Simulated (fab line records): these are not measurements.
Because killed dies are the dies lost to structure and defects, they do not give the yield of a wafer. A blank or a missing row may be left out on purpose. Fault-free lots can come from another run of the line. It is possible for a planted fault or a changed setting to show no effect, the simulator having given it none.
fab line records / flow rit-cmos
record lots=7 wafers=21 last-day=8
route steps=202 shown PWELL@43 WELLDRIVE@50 NWELL@51 NRETRO@53 M1@202
lots that met no fault: from a run of the same line without faults
start-h: the number of hours between the record's first day and the start of the first shown wafer of the lot / wait-h: time in hours since the lot's previous step / " unchanged from the row above / L1.1+2: one row covering several wafers at once / - no value present, or no start provided / * or withheld: withheld / < > ~ a bound
route shown NAME@n: NAME is a module with steps in the file, n the number in the route of the first one / usual: the fault-free wafers' mean and standard deviation / same: alike in all rows / chamber/n: place in a boat / sites: per-site readings / _std_site: standard deviation across them / _edge_site: outer sites' mean less inner sites' / radius-mm: for every site, how far away it sits from the centre of the wafer / mask NAME#n: copy n / behind: the last tool/chamber to shape the wafer / hold: reason for holding the lot/hours on hold/outcome of the hold / device: the transistor (n, p or np) that didn't switch / end of line: tests of these same wafers at the route's end / a step with no rows: only its recipe / killed: dies that structure and defects cost at the first sort, which is not the same as the wafer's yield / map: a wafer's dies, x killed, . not, _ none there
set.NAME: the setting that was run; set.NAME@STEP: the one run at that earlier step / model.NAME: the simulator's own value behind a step, which no gauge read
lots at selected steps of the route; one table per step, one row per wafer
services: from which hour (start-h, from the record's first day; less than 0 if before it) a tool's chamber was out of use, for how many hours, and why
## steps
# step RIT_PWELL_PEB_04
# recipe resist=NOVOLAK temp-c=withheld time-s=withheld
# step RIT_PWELL_DEVELOP_05
# recipe resist=NOVOLAK develop-time-s=68 dev-temp-c=23
# step RIT_PWELL_OVL_MEAS_06
# usual PWELL_OVL=-1.0/1.3
lot.wafer=L308.2 tool=overlay-01 chamber=- start-h=33.36 wait-h=- PWELL_OVL[nm]=1.3
lot.wafer=L308.4 tool=overlay-01 chamber=- start-h=33.36 wait-h=- PWELL_OVL[nm]=-0.1
lot.wafer=L308.5 tool=overlay-01 chamber=- start-h=33.36 wait-h=- PWELL_OVL[nm]=0.0
lot.wafer=L312.1 tool=overlay-02 chamber=- start-h=55.34 wait-h=- PWELL_OVL[nm]=-3.0
lot.wafer=L312.2 tool=overlay-02 chamber=- start-h=55.34 wait-h=- PWELL_OVL[nm]=-2.1
lot.wafer=L312.4 tool=overlay-02 chamber=- start-h=55.34 wait-h=- PWELL_OVL[nm]=-1.5
lot.wafer=L317.1 tool=overlay-01 chamber=- start-h=77.11 wait-h=- PWELL_OVL[nm]=-0.9
lot.wafer=L317.3 tool=overlay-01 chamber=- start-h=77.11 wait-h=- PWELL_OVL[nm]=-1.3
lot.wafer=L317.5 tool=overlay-01 chamber=- start-h=77.11 wait-h=- PWELL_OVL[nm]=-1.9
lot.wafer=L318.4 tool=overlay-01 chamber=- start-h=89.27 wait-h=- PWELL_OVL[nm]=1.4
lot.wafer=L318.5 tool=overlay-01 chamber=- start-h=89.27 wait-h=- PWELL_OVL[nm]=0.3
lot.wafer=L318.6 tool=overlay-01 chamber=- start-h=89.27 wait-h=- PWELL_OVL[nm]=0.1
lot.wafer=L319.3 tool=overlay-02 chamber=- start-h=92.93 wait-h=- PWELL_OVL[nm]=2.4
lot.wafer=L319.4 tool=overlay-02 chamber=- start-h=92.93 wait-h=- PWELL_OVL[nm]=0.1
lot.wafer=L319.5 tool=overlay-02 chamber=- start-h=92.93 wait-h=- PWELL_OVL[nm]=0.1
lot.wafer=L320.3 tool=overlay-02 chamber=- start-h=94.25 wait-h=- PWELL_OVL[nm]=-2.5
lot.wafer=L320.5 tool=overlay-02 chamber=- start-h=94.25 wait-h=- PWELL_OVL[nm]=-2.2
lot.wafer=L320.6 tool=overlay-02 chamber=- start-h=94.25 wait-h=- PWELL_OVL[nm]=-2.6
lot.wafer=L329.2 tool=overlay-02 chamber=- start-h=152.48 wait-h=- PWELL_OVL[nm]=-0.7
lot.wafer=L329.5 tool=overlay-02 chamber=- start-h=152.48 wait-h=- PWELL_OVL[nm]=0.6
lot.wafer=L329.6 tool=overlay-02 chamber=- start-h=152.48 wait-h=- PWELL_OVL[nm]=-1.2
# step RIT_PWELL_HARDBAKE_07
# recipe resist=NOVOLAK temp-c=140 time-s=120
# step RIT_PWELL_IMPLANT_08
# recipe species=B energy-kev=170 dose-cm2=7e+13 tilt-deg=7
# step RIT_PWELL_STRIP_09
# recipe chemistry=O2 time-s=180 resist=NOVOLAK platen-temp-c=withheld power-w=500 pressure-mtorr=4000 o2-flow-sccm=4000
# usual drypump-motor-current-A=5.8/0.43
lot.wafer=L308.2 tool=plasma-asher-02 chamber=0 start-h=33.79 wait-h=0.1 drypump-motor-current-A=5.9 rf-hours-counter-h=38
lot.wafer=L308.4 tool=plasma-asher-02 chamber=1 start-h=33.79 wait-h=0.1 drypump-motor-current-A=5.5 rf-hours-counter-h=-
lot.wafer=L308.5 tool=plasma-asher-02 chamber=1 start-h=33.79 wait-h=0.1 drypump-motor-current-A=5.5 rf-hours-counter-h=-
lot.wafer=L312.1 tool=plasma-asher-01 chamber=1 start-h=55.78 wait-h=0.1 drypump-motor-current-A=5.9 rf-hours-counter-h=25
lot.wafer=L312.2 tool=plasma-asher-01 chamber=0 start-h=55.78 wait-h=0.1 drypump-motor-current-A=5.4 rf-hours-counter-h=25
lot.wafer=L312.4 tool=plasma-asher-01 chamber=1 start-h=55.78 wait-h=0.1 drypump-motor-current-A=5.8 rf-hours-counter-h=-
lot.wafer=L317.1 tool=plasma-asher-01 chamber=1 start-h=77.54 wait-h=0.1 drypump-motor-current-A=5.9 rf-hours-counter-h=27
lot.wafer=L317.3 tool=plasma-asher-01 chamber=0 start-h=77.54 wait-h=0.1 drypump-motor-current-A=5.4 rf-hours-counter-h=-
lot.wafer=L317.5 tool=plasma-asher-01 chamber=0 start-h=77.54 wait-h=0.1 drypump-motor-current-A=5.4 rf-hours-counter-h=-
lot.wafer=L318.4 tool=plasma-asher-01 chamber=1 start-h=89.75 wait-h=0.1 drypump-motor-current-A=5.8 rf-hours-counter-h=-
lot.wafer=L318.5 tool=plasma-asher-01 chamber=1 start-h=89.75 wait-h=0.1 drypump-motor-current-A=5.8 rf-hours-counter-h=-
lot.wafer=L318.6 tool=plasma-asher-01 chamber=0 start-h=89.75 wait-h=0.1 drypump-motor-current-A=5.4 rf-hours-counter-h=-
lot.wafer=L319.3 tool=plasma-asher-02 chamber=1 start-h=93.41 wait-h=0.1 drypump-motor-current-A=5.5 rf-hours-counter-h=-
lot.wafer=L319.4 tool=plasma-asher-02 chamber=0 start-h=93.41 wait-h=0.1 drypump-motor-current-A=5.9 rf-hours-counter-h=-
lot.wafer=L319.5 tool=plasma-asher-02 chamber=1 start-h=93.41 wait-h=0.1 drypump-motor-current-A=5.5 rf-hours-counter-h=-
lot.wafer=L320.3 tool=plasma-asher-01 chamber=0 start-h=94.73 wait-h=0.1 drypump-motor-current-A=5.4 rf-hours-counter-h=-
lot.wafer=L320.5 tool=plasma-asher-01 chamber=0 start-h=94.73 wait-h=0.1 drypump-motor-current-A=5.4 rf-hours-counter-h=-
lot.wafer=L320.6 tool=plasma-asher-01 chamber=1 start-h=94.73 wait-h=0.1 drypump-motor-current-A=5.8 rf-hours-counter-h=-
lot.wafer=L329.2 tool=plasma-asher-02 chamber=1 start-h=152.91 wait-h=0.1 drypump-motor-current-A=5.5 rf-hours-counter-h=3
lot.wafer=L329.5 tool=plasma-asher-02 chamber=0 start-h=152.91 wait-h=0.1 drypump-motor-current-A=5.8 rf-hours-counter-h=-
lot.wafer=L329.6 tool=plasma-asher-02 chamber=1 start-h=152.91 wait-h=0.1 drypump-motor-current-A=5.5 rf-hours-counter-h=-
# step RIT_PWELL_TW_MEAS_10
# usual PWELL_TW=955/13
lot.wafer=L308.2 tool=film-metro-04 chamber=- start-h=33.98 wait-h=0.1 PWELL_TW=943
lot.wafer=L308.4 tool=film-metro-04 chamber=- start-h=33.98 wait-h=0.1 PWELL_TW=944
lot.wafer=L308.5 tool=film-metro-04 chamber=- start-h=33.98 wait-h=0.1 PWELL_TW=950
lot.wafer=L312.1 tool=film-metro-04 chamber=- start-h=55.95 wait-h=0.1 PWELL_TW=943
lot.wafer=L312.2 tool=film-metro-04 chamber=- start-h=55.95 wait-h=0.1 PWELL_TW=943
lot.wafer=L312.4 tool=film-metro-04 chamber=- start-h=55.95 wait-h=0.1 PWELL_TW=945
lot.wafer=L317.1 tool=film-metro-03 chamber=- start-h=77.72 wait-h=0.1 PWELL_TW=973
lot.wafer=L317.3 tool=film-metro-03 chamber=- start-h=77.72 wait-h=0.1 PWELL_TW=971
lot.wafer=L317.5 tool=film-metro-03 chamber=- start-h=77.72 wait-h=0.1 PWELL_TW=973
lot.wafer=L318.4 tool=film-metro-02 chamber=- start-h=89.90 wait-h=0.1 PWELL_TW=957
lot.wafer=L318.5 tool=film-metro-02 chamber=- start-h=89.90 wait-h=0.1 PWELL_TW=954
lot.wafer=L318.6 tool=film-metro-02 chamber=- start-h=89.90 wait-h=0.1 PWELL_TW=952
lot.wafer=L319.3 tool=film-metro-02 chamber=- start-h=93.55 wait-h=0.1 PWELL_TW=956
lot.wafer=L319.4 tool=film-metro-02 chamber=- start-h=93.55 wait-h=0.1 PWELL_TW=955
lot.wafer=L319.5 tool=film-metro-02 chamber=- start-h=93.55 wait-h=0.1 PWELL_TW=953
lot.wafer=L320.3 tool=film-metro-04 chamber=- start-h=94.87 wait-h=0.1 PWELL_TW=954
lot.wafer=L320.5 tool=film-metro-04 chamber=- start-h=94.87 wait-h=0.1 PWELL_TW=946
lot.wafer=L320.6 tool=film-metro-04 chamber=- start-h=94.87 wait-h=0.1 PWELL_TW=952
lot.wafer=L329.2 tool=film-metro-04 chamber=- start-h=153.09 wait-h=0.1 PWELL_TW=945
lot.wafer=L329.5 tool=film-metro-04 chamber=- start-h=153.09 wait-h=0.1 PWELL_TW=937
lot.wafer=L329.6 tool=film-metro-04 chamber=- start-h=153.09 wait-h=0.1 PWELL_TW=945
# step RIT_WELLDRIVE_ANNEAL_00
# recipe temp-c=1100 time-s=14700 ambient=N2
# step RIT_WELLDRIVE_RS_MEAS_01
# recipe thk-meas-gauge=four-point-probe
# usual NWELL_RS=275.6/0.7
lot.wafer=L308.2 tool=film-metro-02 chamber=- start-h=40.11 wait-h=0.0 NWELL_RS[ohm/sq]=274.8
lot.wafer=L308.4 tool=film-metro-02 chamber=- start-h=40.11 wait-h=0.0 NWELL_RS[ohm/sq]=274.6
lot.wafer=L308.5 tool=film-metro-02 chamber=- start-h=40.11 wait-h=0.0 NWELL_RS[ohm/sq]=275.4
lot.wafer=L312.1 tool=film-metro-03 chamber=- start-h=62.39 wait-h=0.0 NWELL_RS[ohm/sq]=275.9
lot.wafer=L312.2 tool=film-metro-03 chamber=- start-h=62.39 wait-h=0.0 NWELL_RS[ohm/sq]=275.8
lot.wafer=L312.4 tool=film-metro-03 chamber=- start-h=62.39 wait-h=0.0 NWELL_RS[ohm/sq]=275.6
lot.wafer=L317.1 tool=film-metro-02 chamber=- start-h=85.36 wait-h=0.0 NWELL_RS[ohm/sq]=276.5
lot.wafer=L317.3 tool=film-metro-02 chamber=- start-h=85.36 wait-h=0.0 NWELL_RS[ohm/sq]=275.5
lot.wafer=L317.5 tool=film-metro-02 chamber=- start-h=85.36 wait-h=0.0 NWELL_RS[ohm/sq]=275.9
lot.wafer=L318.4 tool=film-metro-04 chamber=- start-h=95.60 wait-h=0.1 NWELL_RS[ohm/sq]=276.4
lot.wafer=L318.5 tool=film-metro-04 chamber=- start-h=95.60 wait-h=0.1 NWELL_RS[ohm/sq]=275.8
lot.wafer=L318.6 tool=film-metro-04 chamber=- start-h=95.60 wait-h=0.1 NWELL_RS[ohm/sq]=275.0
lot.wafer=L319.3 tool=film-metro-03 chamber=- start-h=99.23 wait-h=0.0 NWELL_RS[ohm/sq]=276.2
lot.wafer=L319.4 tool=film-metro-03 chamber=- start-h=99.23 wait-h=0.0 NWELL_RS[ohm/sq]=275.9
lot.wafer=L319.5 tool=film-metro-03 chamber=- start-h=99.23 wait-h=0.0 NWELL_RS[ohm/sq]=277.3
lot.wafer=L320.3 tool=film-metro-03 chamber=- start-h=100.66 wait-h=0.0 NWELL_RS[ohm/sq]=275.1
lot.wafer=L320.5 tool=film-metro-03 chamber=- start-h=100.66 wait-h=0.0 NWELL_RS[ohm/sq]=275.6
lot.wafer=L320.6 tool=film-metro-03 chamber=- start-h=100.66 wait-h=0.0 NWELL_RS[ohm/sq]=274.5
lot.wafer=L329.2 tool=film-metro-02 chamber=- start-h=159.51 wait-h=0.0 NWELL_RS[ohm/sq]=275.4
lot.wafer=L329.5 tool=film-metro-02 chamber=- start-h=159.51 wait-h=0.0 NWELL_RS[ohm/sq]=274.6
lot.wafer=L329.6 tool=film-metro-02 chamber=- start-h=159.51 wait-h=0.0 NWELL_RS[ohm/sq]=274.5
# step RIT_WELLDRIVE_RS_MEAS_02
# recipe thk-meas-gauge=four-point-probe
# usual PWELL_RS=429.5/1.2
lot.wafer=L308.2 tool=film-metro-02 chamber=- start-h=40.23 wait-h=0.1 PWELL_RS[ohm/sq]=428.7
lot.wafer=L308.4 tool=film-metro-02 chamber=- start-h=40.23 wait-h=0.1 PWELL_RS[ohm/sq]=428.5
lot.wafer=L308.5 tool=film-metro-02 chamber=- start-h=40.23 wait-h=0.1 PWELL_RS[ohm/sq]=428.2
lot.wafer=L312.1 tool=film-metro-03 chamber=- start-h=62.51 wait-h=0.1 PWELL_RS[ohm/sq]=429.4
lot.wafer=L312.2 tool=film-metro-03 chamber=- start-h=62.51 wait-h=0.1 PWELL_RS[ohm/sq]=429.9
lot.wafer=L312.4 tool=film-metro-03 chamber=- start-h=62.51 wait-h=0.1 PWELL_RS[ohm/sq]=429.0
lot.wafer=L317.1 tool=film-metro-02 chamber=- start-h=85.48 wait-h=0.1 PWELL_RS[ohm/sq]=428.5
lot.wafer=L317.3 tool=film-metro-02 chamber=- start-h=85.48 wait-h=0.1 PWELL_RS[ohm/sq]=430.1
lot.wafer=L317.5 tool=film-metro-02 chamber=- start-h=85.48 wait-h=0.1 PWELL_RS[ohm/sq]=428.1
lot.wafer=L318.4 tool=film-metro-04 chamber=- start-h=95.72 wait-h=0.1 PWELL_RS[ohm/sq]=430.0
lot.wafer=L318.5 tool=film-metro-04 chamber=- start-h=95.72 wait-h=0.1 PWELL_RS[ohm/sq]=431.6
lot.wafer=L318.6 tool=film-metro-04 chamber=- start-h=95.72 wait-h=0.1 PWELL_RS[ohm/sq]=430.9
lot.wafer=L319.3 tool=film-metro-03 chamber=- start-h=99.35 wait-h=0.1 PWELL_RS[ohm/sq]=431.7
lot.wafer=L319.4 tool=film-metro-03 chamber=- start-h=99.35 wait-h=0.1 PWELL_RS[ohm/sq]=430.5
lot.wafer=L319.5 tool=film-metro-03 chamber=- start-h=99.35 wait-h=0.1 PWELL_RS[ohm/sq]=431.1
lot.wafer=L320.3 tool=film-metro-03 chamber=- start-h=100.78 wait-h=0.1 PWELL_RS[ohm/sq]=428.7
lot.wafer=L320.5 tool=film-metro-03 chamber=- start-h=100.78 wait-h=0.1 PWELL_RS[ohm/sq]=430.3
lot.wafer=L320.6 tool=film-metro-03 chamber=- start-h=100.78 wait-h=0.1 PWELL_RS[ohm/sq]=431.0
lot.wafer=L329.2 tool=film-metro-02 chamber=- start-h=159.63 wait-h=0.1 PWELL_RS[ohm/sq]=427.3
lot.wafer=L329.5 tool=film-metro-02 chamber=- start-h=159.63 wait-h=0.1 PWELL_RS[ohm/sq]=428.1
lot.wafer=L329.6 tool=film-metro-02 chamber=- start-h=159.63 wait-h=0.1 PWELL_RS[ohm/sq]=427.2
# step RIT_NRETRO_HMDS_00
# recipe prime-time-s=60 prime-temp-c=140
# step RIT_NRETRO_COAT_01
# recipe resist=NOVOLAK spin-rpm=2000 resist-thk-nm=1300
# step RIT_NRETRO_SOFTBAKE_02
# recipe resist=NOVOLAK temp-c=90 time-s=60
# usual run-length-s=89.07/0.21
lot.wafer=L308.2 tool=litho-track-02 chamber=0 start-h=40.66 wait-h=0.1 run-length-s=88.84
lot.wafer=L308.4 tool=litho-track-02 chamber=0 start-h=40.66 wait-h=0.1 run-length-s=88.81
lot.wafer=L308.5 tool=litho-track-02 chamber=0 start-h=40.66 wait-h=0.1 run-length-s=88.94
lot.wafer=L312.1 tool=litho-track-04 chamber=0 start-h=62.93 wait-h=0.1 run-length-s=89.30
lot.wafer=L312.2 tool=litho-track-04 chamber=0 start-h=62.93 wait-h=0.1 run-length-s=89.17
lot.wafer=L312.4 tool=litho-track-04 chamber=0 start-h=62.93 wait-h=0.1 run-length-s=89.19
lot.wafer=L317.1 tool=litho-track-04 chamber=0 start-h=85.90 wait-h=0.1 run-length-s=94.61
lot.wafer=L317.3 tool=litho-track-04 chamber=0 start-h=85.90 wait-h=0.1 run-length-s=94.63
lot.wafer=L317.5 tool=litho-track-04 chamber=0 start-h=85.90 wait-h=0.1 run-length-s=94.55
lot.wafer=L318.4 tool=litho-track-04 chamber=0 start-h=96.16 wait-h=0.1 run-length-s=94.49
lot.wafer=L318.5 tool=litho-track-04 chamber=0 start-h=96.16 wait-h=0.1 run-length-s=94.61
lot.wafer=L318.6 tool=litho-track-04 chamber=0 start-h=96.16 wait-h=0.1 run-length-s=94.63
lot.wafer=L319.3 tool=litho-track-04 chamber=0 start-h=99.78 wait-h=0.1 run-length-s=94.62
lot.wafer=L319.4 tool=litho-track-04 chamber=0 start-h=99.78 wait-h=0.1 run-length-s=94.86
lot.wafer=L319.5 tool=litho-track-04 chamber=0 start-h=99.78 wait-h=0.1 run-length-s=94.62
lot.wafer=L320.3 tool=litho-track-02 chamber=0 start-h=101.21 wait-h=0.1 run-length-s=88.79
lot.wafer=L320.5 tool=litho-track-02 chamber=0 start-h=101.21 wait-h=0.1 run-length-s=89.12
lot.wafer=L320.6 tool=litho-track-02 chamber=0 start-h=101.21 wait-h=0.1 run-length-s=88.78
lot.wafer=L329.2 tool=litho-track-03 chamber=0 start-h=160.14 wait-h=0.1 run-length-s=88.92
lot.wafer=L329.5 tool=litho-track-03 chamber=0 start-h=160.14 wait-h=0.1 run-length-s=89.03
lot.wafer=L329.6 tool=litho-track-03 chamber=0 start-h=160.14 wait-h=0.1 run-length-s=89.00
# step RIT_NRETRO_EXPOSE_03
# recipe mask-id=M4 na=0.57 target-cd-nm=43900 dose-mj=250
# step RIT_M1_PROBE_99
# usual killed_at_M0_to_M3=0.0/0.14 killed-at-contacts=0.1/0.3 killed-at-front-end=7/3.1 killed-dies=7/3.1 killed-open=3.8/2.3 killed-short=3.2/1.9
# same gross-dies=264 killed_at_M4_up=0 killed-at-back-side=0 killed-at-other=0
lot.wafer=L308.2 tool=prober-01 chamber=- start-h=71.57 wait-h=0.1 killed_at_M0_to_M3=0 killed-at-contacts=0 killed-at-front-end=8 killed-dies=8 killed-open=4 killed-short=4
lot.wafer=L308.4 tool=prober-01 chamber=- start-h=71.67 wait-h=0.2 killed_at_M0_to_M3=1 killed-at-contacts=0 killed-at-front-end=10 killed-dies=11 killed-open=5 killed-short=6
lot.wafer=L308.5 tool=prober-01 chamber=- start-h=71.72 wait-h=0.2 killed_at_M0_to_M3=0 killed-at-contacts=0 killed-at-front-end=6 killed-dies=6 killed-open=1 killed-short=5
lot.wafer=L312.1 tool=prober-01 chamber=- start-h=94.47 wait-h=0.1 killed_at_M0_to_M3=0 killed-at-contacts=2 killed-at-front-end=3 killed-dies=5 killed-open=2 killed-short=3
lot.wafer=L312.2 tool=prober-01 chamber=- start-h=94.52 wait-h=0.1 killed_at_M0_to_M3=0 killed-at-contacts=0 killed-at-front-end=9 killed-dies=9 killed-open=5 killed-short=4
lot.wafer=L312.4 tool=prober-01 chamber=- start-h=94.62 wait-h=0.2 killed_at_M0_to_M3=0 killed-at-contacts=0 killed-at-front-end=3 killed-dies=3 killed-open=0 killed-short=3
lot.wafer=L317.1 tool=prober-02 chamber=- start-h=119.46 wait-h=0.1 killed_at_M0_to_M3=0 killed-at-contacts=0 killed-at-front-end=7 killed-dies=7 killed-open=4 killed-short=3
lot.wafer=L317.3 tool=prober-02 chamber=- start-h=119.56 wait-h=0.2 killed_at_M0_to_M3=0 killed-at-contacts=1 killed-at-front-end=8 killed-dies=9 killed-open=5 killed-short=3
lot.wafer=L317.5 tool=prober-02 chamber=- start-h=119.66 wait-h=0.2 killed_at_M0_to_M3=0 killed-at-contacts=0 killed-at-front-end=5 killed-dies=5 killed-open=4 killed-short=1
lot.wafer=L318.4 tool=prober-01 chamber=- start-h=128.63 wait-h=0.2 killed_at_M0_to_M3=0 killed-at-contacts=0 killed-at-front-end=6 killed-dies=6 killed-open=5 killed-short=1
lot.wafer=L318.5 tool=prober-01 chamber=- start-h=128.68 wait-h=0.2 killed_at_M0_to_M3=0 killed-at-contacts=0 killed-at-front-end=13 killed-dies=13 killed-open=6 killed-short=6
lot.wafer=L318.6 tool=prober-01 chamber=- start-h=128.73 wait-h=0.2 killed_at_M0_to_M3=0 killed-at-contacts=0 killed-at-front-end=7 killed-dies=7 killed-open=3 killed-short=3
lot.wafer=L319.3 tool=prober-02 chamber=- start-h=136.00 wait-h=0.2 killed_at_M0_to_M3=0 killed-at-contacts=0 killed-at-front-end=3 killed-dies=3 killed-open=1 killed-short=1
lot.wafer=L319.4 tool=prober-02 chamber=- start-h=136.05 wait-h=0.2 killed_at_M0_to_M3=0 killed-at-contacts=0 killed-at-front-end=5 killed-dies=5 killed-open=3 killed-short=1
lot.wafer=L319.5 tool=prober-02 chamber=- start-h=136.10 wait-h=0.2 killed_at_M0_to_M3=0 killed-at-contacts=0 killed-at-front-end=5 killed-dies=5 killed-open=2 killed-short=1
lot.wafer=L320.3 tool=prober-01 chamber=- start-h=137.50 wait-h=0.2 killed_at_M0_to_M3=0 killed-at-contacts=0 killed-at-front-end=7 killed-dies=7 killed-open=4 killed-short=3
lot.wafer=L320.5 tool=prober-01 chamber=- start-h=137.60 wait-h=0.2 killed_at_M0_to_M3=0 killed-at-contacts=0 killed-at-front-end=3 killed-dies=3 killed-open=2 killed-short=1
lot.wafer=L320.6 tool=prober-01 chamber=- start-h=137.65 wait-h=0.2 killed_at_M0_to_M3=0 killed-at-contacts=0 killed-at-front-end=5 killed-dies=5 killed-open=3 killed-short=2
lot.wafer=L329.2 tool=prober-02 chamber=- start-h=194.39 wait-h=0.1 killed_at_M0_to_M3=0 killed-at-contacts=0 killed-at-front-end=7 killed-dies=7 killed-open=3 killed-short=4
lot.wafer=L329.5 tool=prober-02 chamber=- start-h=194.54 wait-h=0.2 killed_at_M0_to_M3=0 killed-at-contacts=1 killed-at-front-end=6 killed-dies=7 killed-open=3 killed-short=4
lot.wafer=L329.6 tool=prober-02 chamber=- start-h=194.59 wait-h=0.2 killed_at_M0_to_M3=0 killed-at-contacts=0 killed-at-front-end=7 killed-dies=7 killed-open=2 killed-short=5
# killed by level:class
L308.2 GATE:geometric-particle:short=4 GATE:geometric-particle:open=2 FOX1:geometric-particle:open=1 SILICIDE:geometric-particle:open=1
L308.4 FOX1:geometric-particle:short=3 GATE:geometric-particle:open=2 FOX1:geometric-particle:open=1 FOX2:geometric-particle:open=1 GATE:geometric-particle:short=1 SPACER:geometric-particle:short=1 SILICIDE:geometric-particle:open=1 M1:geometric-particle:short=1
L308.5 REOX:geometric-particle:short=2 FOX2:geometric-particle:short=1 GATE:geometric-particle:short=1 REOX:geometric-particle:open=1 SPACER:geometric-particle:short=1
L312.1 REOX:geometric-particle:open=1 REOX:geometric-particle:short=1 SPACER:geometric-particle:short=1 CONTACT:geometric-particle:open=1 CONTACT:geometric-particle:short=1
L312.2 GATE:geometric-particle:short=2 GATE:geometric-particle:open=2 FOX1:geometric-particle:open=1 FOX2:geometric-particle:short=1 FOX2:geometric-particle:open=1 SILICIDE:geometric-particle:open=1 SILICIDE:geometric-particle:short=1
L312.4 SILICIDE:geometric-particle:short=2 FOX1:geometric-particle:short=1
L317.1 GATE:geometric-particle:short=2 GATE:geometric-particle:open=2 SPACER:geometric-particle:open=2 SPACER:geometric-particle:short=1
L317.3 SPACER:geometric-particle:open=2 FOX1:geometric-particle:short=1 GATE:geometric-particle:open=1 GATE:geometric-particle:short=1 REOX:geometric-particle:short=1 SILICIDE:geometric-particle:open=1 CONTACT:geometric-particle:open=1 PLDD:coat-microbubble-printed=1
L317.5 GATE:geometric-particle:open=2 GATE:geometric-particle:short=1 REOX:geometric-particle:open=1 SILICIDE:geometric-particle:open=1
L318.4 FOX1:geometric-particle:open=1 FOX2:geometric-particle:open=1 GATE:geometric-particle:open=1 GATE:geometric-particle:short=1 REOX:geometric-particle:open=1 SILICIDE:geometric-particle:open=1
L318.5 REOX:geometric-particle:open=3 SPACER:geometric-particle:short=2 SILICIDE:geometric-particle:short=2 FOX2:geometric-particle:open=1 GATE:geometric-particle:open=1 GATE:geometric-particle:short=1 REOX:geometric-particle:short=1 SPACER:geometric-particle:open=1
L318.6 FOX1:geometric-particle:open=1 FOX1:geometric-particle:short=1 FOX2:geometric-particle:short=1 GATE:geometric-particle:short=1 REOX:geometric-particle:open=1 SILICIDE:geometric-particle:open=1 NRETRO:coat-microbubble-printed=1
L319.3 FOX2:geometric-particle:short=1 SILICIDE:geometric-particle:open=1 PRETRO:coat-microbubble-printed=1
L319.4 SPACER:geometric-particle:open=2 GATE:geometric-particle:short=1 REOX:geometric-particle:open=1 PRETRO:coat-microbubble-printed=1
L319.5 PRETRO:coat-microbubble-printed=2 FOX1:geometric-particle:short=1 GATE:geometric-particle:open=1 REOX:geometric-particle:open=1
L320.3 GATE:geometric-particle:open=3 FOX1:geometric-particle:short=1 FOX2:geometric-particle:short=1 GATE:geometric-particle:short=1 REOX:geometric-particle:open=1
L320.5 FOX1:geometric-particle:open=1 SPACER:geometric-particle:short=1 SILICIDE:geometric-particle:open=1
L320.6 FOX1:geometric-particle:open=1 FOX2:geometric-particle:open=1 GATE:geometric-particle:open=1 REOX:geometric-particle:short=1 SPACER:geometric-particle:short=1
L329.2 REOX:geometric-particle:short=2 SPACER:geometric-particle:short=2 FOX1:geometric-particle:open=1 GATE:geometric-particle:open=1 SPACER:geometric-particle:open=1
L329.5 SPACER:geometric-particle:short=2 FOX1:geometric-particle:open=1 GATE:geometric-particle:open=1 REOX:geometric-particle:short=1 SPACER:geometric-particle:open=1 CONTACT:geometric-particle:short=1
L329.6 GATE:geometric-particle:short=2 FOX1:geometric-particle:short=1 FOX2:geometric-particle:short=1 FOX2:geometric-particle:open=1 REOX:geometric-particle:open=1 REOX:geometric-particle:short=1
## services
tool=plasma-asher-02 chamber=- start-h=74.68 hours=1.6 kind=repair
tool=plasma-asher-02 chamber=- start-h=108.75 hours=9.0 kind=pm
tool=plasma-asher-02 chamber=0 start-h=108.75 hours=9.0 kind=vent-cycle
tool=plasma-asher-02 chamber=1 start-h=108.75 hours=9.0 kind=vent-cycle
tool=plasma-asher-02 chamber=0 start-h=117.75 hours=- kind=clean
tool=plasma-asher-02 chamber=1 start-h=117.75 hours=- kind=clean
## key
first-sign step=RIT_NRETRO_SOFTBAKE_02 reading=run-length-s direction=up sigmas=27 usual=* struck=*
effect none on later readings
met-at RIT_NRETRO_SOFTBAKE_02
struck-wafers L317.1,L317.3,L317.5,L318.4,L318.5,L318.6,L319.3,L319.4,L319.5
tester-left-out L317,L318,L319
onset-between 62.93 85.90
fault kind=process-parameter-drift tool=litho-track-04 chamber=- onset-h=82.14 steps=RIT_NRETRO_SOFTBAKE_02 channel=time-s offset=* shape=step end-h=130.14 acts-in=* stated=*
# tester-left-out: of these lots the tester's yield and bins aren't shown, on N5 and GAA mostly nor the transistor test; their killed dies are dies lost to structure and defects alone, not to doping, threshold or leakage, so they don't give the yield
